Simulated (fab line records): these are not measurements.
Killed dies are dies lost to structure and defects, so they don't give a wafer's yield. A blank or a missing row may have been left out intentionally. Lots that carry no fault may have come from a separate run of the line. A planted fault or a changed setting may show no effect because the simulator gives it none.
What tool caused it?	flow rit_cmos	route of 202 steps, sampled at 1 step: 14 lots, 42 wafers

## WHAT EACH GAUGE READ, for each wafer
No reading from a measuring or inspecting step in the record can be judged against a usual standard deviation.

## EACH LOT AND THE TOOL THAT RAN IT (in order: tool; ch and the chambers of the sampled wafers; start)
lot	RIT_PLDD_DEVELOP_05
L304	litho_track-01 ch 0, day 3 18:00
L305	litho_track-03 ch 0, day 3 21:00
L308	litho_track-01 ch 0, day 4 09:00
L309	litho_track-03 ch 0, day 4 15:00
L310	litho_track-04 ch 0, day 4 22:00
L312	litho_track-04 ch 0, day 5 04:00
L313	litho_track-03 ch 0, day 5 11:00
L314	litho_track-03, day 5 13:00
L315	litho_track-03, day 5 18:00
L320	litho_track-03 ch 0, day 7 00:00
L321	litho_track-03 ch 0, day 7 03:00
L323	litho_track-04 ch 0, day 7 11:00
L324	litho_track-01 ch 0, day 7 16:00
L325	litho_track-01 ch 0, day 7 23:00
- RIT_PLDD_DEVELOP_05: develop time 50 s.

## WHAT THE TOOLS THEMSELVES READ (means of the sampled wafers that have a number; where no wafer has one, the mark that the record gives instead)
RIT_PLDD_DEVELOP_05.
lot	tool	chill_plate_temp_C (C)	exhaust_pa (Pa)
L304	litho_track-01	22.97	43.7
L305	litho_track-03	22.97	44.3
L308	litho_track-01	23.02	45.6
L309	litho_track-03	23.12	45.9
L310	litho_track-04	23.03	44.7
L312	litho_track-04	22.90	44.6
L313	litho_track-03	22.91	46.2
L314	litho_track-03	-	-
L315	litho_track-03	-	-
L320	litho_track-03	22.98	44.3
L321	litho_track-03	22.96	44.2
L323	litho_track-04	23.12	43.7
L324	litho_track-01	22.98	45.5
L325	litho_track-01	23.00	45.6

## THE ANSWER, worked out from the rows above alone
Rule: usual is defined by the lots themselves. Put in order of their means at a reading, lots are off if they are a third of the lots or fewer, leave a main group of 4 or more, and stand apart from it by a gap of 3 or more times the standard deviation of the main group's means; of several such gaps the widest counts. A main group whose means are all the same, to the digits that the tables above print for the reading, isn't used. Also off: a lot with no number at a reading for which 4 or more lots have one. Any other lot the step has rows for is counted as sound. The gauges are gone through in route order, then the tools' own readings, and for those a lot's mean is taken as printed above. The first step at which some lot is off is used, and at that step the reading that is off furthest; a lot without a number counts as furthest.
Off at RIT_PLDD_DEVELOP_05 (chill_plate_temp_C): L314, L315. Without a number there: L314, L315. For the main group the mean is 23.00 C and the standard deviation 0.066.
A tool fits if, at that step or a process step before it, it ran every lot that is off, and no sound lot after the first of them. Of those tried, none fits.

## WHAT THE SIMULATOR PUT IN
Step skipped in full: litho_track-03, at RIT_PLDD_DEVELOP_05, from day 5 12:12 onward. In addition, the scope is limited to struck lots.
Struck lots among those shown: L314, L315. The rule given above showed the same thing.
